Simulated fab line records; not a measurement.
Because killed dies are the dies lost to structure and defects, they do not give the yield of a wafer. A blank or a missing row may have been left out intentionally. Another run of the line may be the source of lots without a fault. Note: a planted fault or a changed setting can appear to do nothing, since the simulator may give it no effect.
Split-lot experiment + flow rit-cmos + on a route of 202 steps: 5 lots, 23 wafers read

== ABOUT THE SPLIT ==
At RIT_SILICIDE_SPUTTER_01 (material Ti, target thk 30 nm, time 240 s), the setting power-w was moved away from the recipe's 350 W on 9 of the 23 wafers read, by -6.9% to +3.9%. For the rest of the wafers, this setting stayed at what the recipe calls for.

== BETWEEN THE SPLIT AND THE READING: the file shows 1 step in between ==
- RIT_SILICIDE_RS_MEAS_02: measures by four-point-probe

== THE READING ==
SILICIDE_TI_THK, in nm, at RIT_SILICIDE_THK_MEAS_03 (measures by xrf). Typical for fault-free wafers on this fab line: 29.5 nm, with standard deviation 0.45 nm.

| wafer  | tool, chamber at the split | power-w as run, W | against the recipe | SILICIDE_TI_THK, nm | against lot-mates on the recipe |
|--------|----------------------------|-------------------|--------------------|---------------------|---------------------------------|
| L078.1 | pvd-sputter-02, -          | 350               | recipe             | 30.2                | -                               |
| L078.2 | pvd-sputter-02, -          | 326               | -6.9%              | 27.8                | -2.0                            |
| L078.3 | pvd-sputter-02, -          | 350               | recipe             | 29.4                | -                               |
| L078.4 | pvd-sputter-02, -          | 326               | -6.9%              | 27.2                | -2.6                            |
| L078.5 | pvd-sputter-02, -          | 326               | -6.9%              | 28.1                | -1.7                            |
| L079.1 | pvd-sputter-01, -          | 350               | recipe             | 29.9                | -                               |
| L079.2 | pvd-sputter-01, -          | 350               | recipe             | 29.5                | -                               |
| L079.3 | pvd-sputter-01, -          | 363.6             | +3.9%              | 30.7                | +1.0                            |
| L079.5 | pvd-sputter-01, -          | 363.6             | +3.9%              | 30.9                | +1.2                            |
| L079.6 | pvd-sputter-01, -          | 363.6             | +3.9%              | 30.2                | +0.5                            |
| L081.3 | pvd-sputter-02, -          | 350               | recipe             | 29.9                | -                               |
| L081.4 | pvd-sputter-02, -          | 350               | recipe             | 29.6                | -                               |
| L081.6 | pvd-sputter-02, -          | 350               | recipe             | 29.6                | -                               |
| L082.1 | pvd-sputter-04, -          | 350               | recipe             | 28.9                | -                               |
| L082.3 | pvd-sputter-04, -          | 350               | recipe             | 29.4                | -                               |
| L082.4 | pvd-sputter-04, -          | 350               | recipe             | 28.5                | -                               |
| L082.5 | pvd-sputter-04, -          | 350               | recipe             | 28.8                | -                               |
| L082.6 | pvd-sputter-04, -          | 350               | recipe             | 29.2                | -                               |
| L084.1 | pvd-sputter-04, -          | 350               | recipe             | 29.3                | -                               |
| L084.2 | pvd-sputter-04, -          | 330               | -5.7%              | 28.3                | -0.7                            |
| L084.3 | pvd-sputter-04, -          | 330               | -5.7%              | 28.1                | -0.9                            |
| L084.5 | pvd-sputter-04, -          | 330               | -5.7%              | 27.7                | -1.3                            |
| L084.6 | pvd-sputter-04, -          | 350               | recipe             | 28.7                | -                               |

FIT RESULTS
A straight line over all 23 wafers: SILICIDE_TI_THK changes by +0.256 nm for each +1% of power-w; r = +0.89; the points scatter about the line by 0.45 nm.
The same after taking each lot's own level away (the mean of its wafers on the recipe; 23 wafers): +0.247 nm for each +1%; r = +0.91; scatter 0.38 nm.
Per that fit: largest power-w move, reading shift of 1.7 nm.
From 28.96 to 29.80 nm: that is the span of the lots' own levels, equal to 1.9 times the standard deviation above.
The two slopes are in agreement: the lot-to-lot level therefore moves the slope only a little.
Check: with one of the wafers moved furthest among these (-6.9%) left out of the fit, the line predicts -1.63 nm for it against its lot-mates. Against them it came out at -2 nm.

== OTHER SPLITS ON THESE WAFERS ==
Note: prior to the reading, these wafers also went through further splits. Each is held against what the fit with the lots' levels taken away leaves over:
| other split on the same wafers | wafers away from the commonest value | r with SILICIDE_TI_THK (lot level and that fit taken away) |
|--------------------------------|--------------------------------------|------------------------------------------------------------|
| RIT_NLDD_SOFTBAKE_02 temp-c    | 5                                    | +0.08                                                      |
| RIT_PLDD_COAT_01 resist-thk-nm | 6                                    | +0.03                                                      |
| RIT_SPACER_ETCHBACK_05 time-s  | 4                                    | -0.32                                                      |
| RIT_NSD_IMPLANT_08 dose-cm2    | 10                                   | +0.20                                                      |
| RIT_PSD_IMPLANT_08 energy-kev  | 8                                    | +0.06                                                      |
| RIT_SDANNEAL_CLEAN_02 time-s   | 15                                   | -0.18                                                      |

== THE WHOLE CHAIN: every reading that the file lists as answering this split, in the file's order ==
| step                     | what it does                              | reading                                                                           | change (the file's fit)               | r (the file's) |
|--------------------------|-------------------------------------------|-----------------------------------------------------------------------------------|---------------------------------------|----------------|
| RIT_SILICIDE_SPUTTER_01  | material Ti, target thk 30 nm, time 240 s | Ti_of_SILICIDE_SPUTTER_01.thk-nm (the simulator's own value, which no gauge read) | +0.245 nm for each +1% of the setting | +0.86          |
| RIT_SILICIDE_RS_MEAS_02  | measures by four-point-probe              | SILICIDE_TI_RS                                                                    | -0.523 for each +1% of the setting    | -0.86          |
| RIT_SILICIDE_THK_MEAS_03 | measures by xrf                           | SILICIDE_TI_THK                                                                   | +0.244 for each +1% of the setting    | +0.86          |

== THE FILE'S OWN FIT ==
SILICIDE_TI_THK changes by +0.244 nm for each +1% of power-w, r = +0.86.
